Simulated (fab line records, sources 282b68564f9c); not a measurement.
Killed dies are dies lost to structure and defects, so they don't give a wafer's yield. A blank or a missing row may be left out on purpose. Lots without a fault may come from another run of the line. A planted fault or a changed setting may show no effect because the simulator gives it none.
A struck lot beside a sound one | flow rit_cmos | 27 steps out of a route of 202
Sound: wafers L845.2, L845.3, L845.6. Struck: wafers L852.2, L852.3, L852.5. The cause comes at the end.
At each step with rows: each side's tool, then ch and its chambers, then its first start. Under that, the readings that differ: sound wafers | struck wafers | difference of the means | sigmas: that difference in standard deviations of wafers without a fault.
alike: readings whose means differ by less than 2 such deviations, and words and numbers that are the same on both sides. not compared: withheld readings, readings that some wafer has no value for, bounds like >300 that may hide the same value, and numbers for which the record gives no deviation and whose values overlap.
The two part at a step that has a row with sigmas, a row that says differs or no value, or rows on one side only. Numbers that don't overlap but have no deviation are shown without sigmas and don't part them. A reading that every wafer of one side lacks parts them only if that side has two wafers or more.

first, 4 steps without rows for these wafers: RIT_CONTACT_SOFTBAKE_04 (time 60 s); RIT_CONTACT_EXPOSE_05 (exposes mask M11, target cd 1000 nm); RIT_CONTACT_PEB_06; RIT_CONTACT_DEVELOP_07 (develop time 120 s).
RIT_CONTACT_CD_MEAS_08: target cd 1000 nm.
  sound on cd_sem-02, day 4 06:46; struck on cd_sem-01, day 5 20:31
  alike: cd_nm
RIT_CONTACT_OVL_MEAS_09:
  sound on overlay-02, day 4 06:53; struck on overlay-02, day 5 20:37
  alike: CONTACT_OVL
then, 1 step without rows for these wafers: RIT_CONTACT_HARDBAKE_10 (time 60 s).
RIT_CONTACT_ETCH_11: etches SiO2 in CHF3/CF4/Ar, stops on TiSi2, target depth 480 nm, time 320 s.
  sound on rie_diel-01 ch 0,2, day 4 07:04; struck on rie_diel-01 ch 0,1,3, day 5 20:48
  alike: drypump_motor_current_A, oes_product_au, throttle_valve_pct
  not compared: rf_hours_counter_h
RIT_CONTACT_STRIP_12: strips in O2, time 180 s.
  sound on plasma_asher-03 ch 0,1, day 4 07:15; struck on plasma_asher-03 ch 0,1, day 5 20:59
  alike: drypump_motor_current_A, o2_flow_sccm
  not compared: rf_hours_counter_h
RIT_CONTACT_CD_MEAS_90: target cd 1000 nm.
  sound on cd_sem-02, day 4 07:27; struck on cd_sem-01, day 5 21:11
  alike: cd_nm
then, 2 steps without rows for these wafers: RIT_CONTACT_CLEAN_13 (cleans in SC1, time 600 s); RIT_CONTACT_CLEAN_14 (cleans in SC2, time 600 s).
RIT_M1_SPUTTER_00: material Al, target thk 400 nm, time 500 s.
  sound on pvd_sputter-01, day 4 08:04; struck on pvd_sputter-04, day 5 21:40
  reading                  | sound                | struck               | difference | sigmas
  chamber_pressure_pa (Pa) | 0.4003 0.4007 0.3997 | 0.4182 0.4190 0.4177 | +0.0181    | +23
  alike: throttle_valve_pct
RIT_M1_RS_MEAS_01: measures by four-point-probe.
  sound on film_metro-04, day 4 08:23; struck on film_metro-02, day 5 21:59
  alike: M1_AL_RS
RIT_M1_THK_MEAS_02: measures by xrf.
  sound on film_metro-04, day 4 08:30; struck on film_metro-02, day 5 22:06
  alike: M1_AL_THK
then, 6 steps without rows for these wafers: RIT_M1_HMDS_03 (prime time 60 s); RIT_M1_COAT_04 (resist thk 1300 nm); RIT_M1_SOFTBAKE_05 (time 60 s); RIT_M1_EXPOSE_06 (exposes mask M12, target cd 2600 nm); RIT_M1_PEB_07; RIT_M1_DEVELOP_08 (develop time 68 s).
RIT_M1_CD_MEAS_09: target cd 2600 nm.
  sound on cd_sem-02, day 4 09:27; struck on cd_sem-02, day 5 23:10
  alike: cd_nm
  not compared: hold
RIT_M1_OVL_MEAS_10:
  sound on overlay-01, day 4 09:33; struck on overlay-01, day 5 23:17
  alike: M1_OVL
  not compared: hold
then, 1 step without rows for these wafers: RIT_M1_HARDBAKE_11 (time 120 s).
RIT_M1_METAL_ETCH_12: etches Al in Cl2/BCl3, stops on SiO2, time 165 s, target depth 600 nm.
  sound on rie_metal-02 ch 1, day 4 09:53; struck on rie_metal-03 ch 0,1, day 5 23:34
  reading             | sound             | struck            | difference | sigmas
  mfc_cl2_sccm (sccm) | 60.27 60.51 60.27 | 60.02 59.88 60.10 | -0.35      | -2
  alike: drypump_motor_current_A, oes_product_au, throttle_valve_pct
  not compared: rf_hours_counter_h, model.M1.cd_nm
then, 1 step without rows for these wafers: RIT_M1_STRIP_13 (strips in nmp, time 600 s).
RIT_M1_PROBE_99:
  sound on prober-02, day 4 12:30; struck on prober-01, day 6 01:52
  alike: defect_limited_yield, killed_at_contacts, killed_at_front_end, killed_dies, killed_open, killed_short, sort_bin_3_pad_short, sort_bin_5_function, sort_bin_6_memory, sort_n_pass, sort_yield_pct

WHERE THEY PART
First at RIT_M1_SPUTTER_00; last, within this record, at RIT_M1_METAL_ETCH_12. Later steps at which nothing parts them and some readings are alike: RIT_M1_PROBE_99.

WHY: what the simulator had put in
Process parameter drift: pvd_sputter-04, from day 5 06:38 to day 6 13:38, at RIT_M1_SPUTTER_00. Setting chamber_pressure_pa, moved by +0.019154, from 0.4.
